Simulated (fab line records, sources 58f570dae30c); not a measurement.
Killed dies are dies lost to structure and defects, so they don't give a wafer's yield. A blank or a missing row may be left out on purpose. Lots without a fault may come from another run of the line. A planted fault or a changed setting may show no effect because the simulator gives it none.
Which tool did it? | flow berkeley_cmos170 | 7 lots, 21 wafers sampled, at 2 steps of a route of 331

WHAT THE GAUGES READ, wafer by wafer
UCB170_PLDD_TW_MEAS_11.
lot  | measured     | on            | PLDD_TW
L687 | day 8 00:07  | film_metro-01 | 997 987 992
L686 | day 8 00:40  | film_metro-01 | 992 994 996
L691 | day 9 00:13  | film_metro-03 | 1010 1011 1006
L690 | day 9 00:35  | film_metro-02 | 1011 1011 1010
L701 | day 10 15:36 | film_metro-02 | 1139 1143 1141
L702 | day 10 16:03 | film_metro-01 | 1125 1126 1119
L704 | day 11 05:54 | film_metro-01 | 1007 1005 1006

WHICH TOOL RAN EACH LOT (tool, then ch and the chambers of the sampled wafers, then the start)
lot  | UCB170_PLDD_IMPLANT_09
L687 | implanter-01 ch 0, day 7 23:52
L686 | implanter-01 ch 0, day 8 00:25
L691 | implanter-03 ch 0, day 8 23:58
L690 | implanter-04 ch 0, day 9 00:20
L701 | implanter-04 ch 0, day 10 14:58
L702 | implanter-03 ch 0, day 10 15:31
L704 | implanter-04 ch 0, day 11 05:41
- UCB170_PLDD_IMPLANT_09

THE ANSWER, worked out from the rows above alone
Rule: what is usual is taken from the lots themselves. Put in order of their means at a reading, lots are off if they are a third of the lots or fewer, leave a main group of 4 or more, and stand apart from it by a gap of 3 or more times the standard deviation of the main group's means; of several such gaps the widest counts. A main group whose means are all the same, to the digits that the tables above print for the reading, isn't used. A lot without any number at a reading at which 4 lots or more have one is off too. The other lots that the step has rows for count as sound.
Off: L701, L702, at UCB170_PLDD_TW_MEAS_11 (PLDD_TW). The main group: mean 1002, standard deviation 7.8.
A tool fits if, at a process step before that reading, it ran every lot that is off, and no sound lot after the first of them. The gauges at UCB170_PLDD_TW_MEAS_11 are tried like those tools. None of those tried fits.

WHAT THE SIMULATOR HAD PUT IN
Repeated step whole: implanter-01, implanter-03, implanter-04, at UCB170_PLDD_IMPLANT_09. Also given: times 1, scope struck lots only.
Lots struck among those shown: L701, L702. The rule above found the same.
